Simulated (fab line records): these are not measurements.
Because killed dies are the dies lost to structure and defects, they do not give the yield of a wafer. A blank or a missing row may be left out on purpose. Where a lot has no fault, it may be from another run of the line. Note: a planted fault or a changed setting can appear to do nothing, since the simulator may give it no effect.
Matching of chambers | flow berkeley_cmos170 | rie_diel-02 running UCB170_V1_ETCH_14: 4 sister chambers
The step etches SiO2 in CHF3/CF4/Ar, stops on Al, target depth 1250 nm, time 291 s. 14 wafers are shown with their chamber, then 7 later ones without.

## EACH WAFER AND ITS CHAMBER
wafer  | chamber | drypump_motor_current_A (A) | throttle_valve_pct (%) | oes_product_au (a.u.)
L390.2 | 3       | 5.6                         | 6.95                   | 0.891
L390.4 | 2       | 5.1                         | 6.84                   | 0.868
L390.5 | 3       | 5.7                         | 6.95                   | 0.896
L392.4 | 1       | 6.1                         | 6.72                   | 0.889
L392.5 | 1       | 6.1                         | 6.75                   | 0.898
L392.6 | 2       | 5.1                         | 6.83                   | 0.865
L398.1 | 1       | 6.1                         | 6.74                   | 0.900
L398.2 | 0       | 5.4                         | 6.87                   | 0.871
L398.6 | 3       | 5.6                         | 6.96                   | 0.890
L402.1 | 2       | 5.1                         | 6.82                   | 0.873
L402.5 | 0       | 5.4                         | 6.88                   | 0.875
L402.6 | 3       | 5.6                         | 6.95                   | 0.881
L406.3 | 0       | 5.4                         | 6.88                   | 0.875
L406.4 | 1       | 6.2                         | 6.74                   | 0.886

SIGNATURES, as means of the wafers listed above
reading                 | chamber 0 | chamber 1 | chamber 2 | chamber 3 | scatter within a chamber
drypump_motor_current_A | 5.400     | 6.125     | 5.100     | 5.625     | 0.0387
throttle_valve_pct      | 6.8767    | 6.7375    | 6.8300    | 6.9525    | 0.00904
oes_product_au          | 0.87367   | 0.89325   | 0.86867   | 0.88950   | 0.00547
Rule: for each reading, subtract the chamber's mean from the wafer's reading, divide by that reading's scatter and square the result; add these up over the readings and take the root, which gives the wafer's distance from the chamber. If the next closest chamber is less than 2 further off than the closest, the wafer can't be placed; otherwise it belongs to the closest. The scatter is the square root of a quotient: the sum, over the shown wafers, of each reading's squared deviation from its chamber's mean, divided by wafers minus chambers.

## WAFERS MISSING THEIR CHAMBER
wafer  | drypump_motor_current_A (A) | throttle_valve_pct (%) | oes_product_au (a.u.)
L406.5 | 5.4                         | 6.88                   | 0.871
L408.1 | 5.6                         | 6.93                   | 0.881
L408.2 | 5.4                         | 6.88                   | 0.875
L408.4 | 5.1                         | 6.84                   | 0.867
L412.2 | 5.1                         | 6.83                   | 0.871
L412.3 | 5.6                         | 6.95                   | 0.888
L412.4 | 5.5                         | 6.88                   | 0.862

## CHAMBER TAKEN BY EACH
wafer  | from the rows above | in truth
L406.5 | 0                   | 0
L408.1 | 3                   | 3
L408.2 | 0                   | 0
L408.4 | 2                   | 2
L412.2 | 2                   | 2
L412.3 | 3                   | 3
L412.4 | 0                   | 0
Placed correctly: 7 of 7. Left unplaced by these rows: 0. 0 placed wrongly.
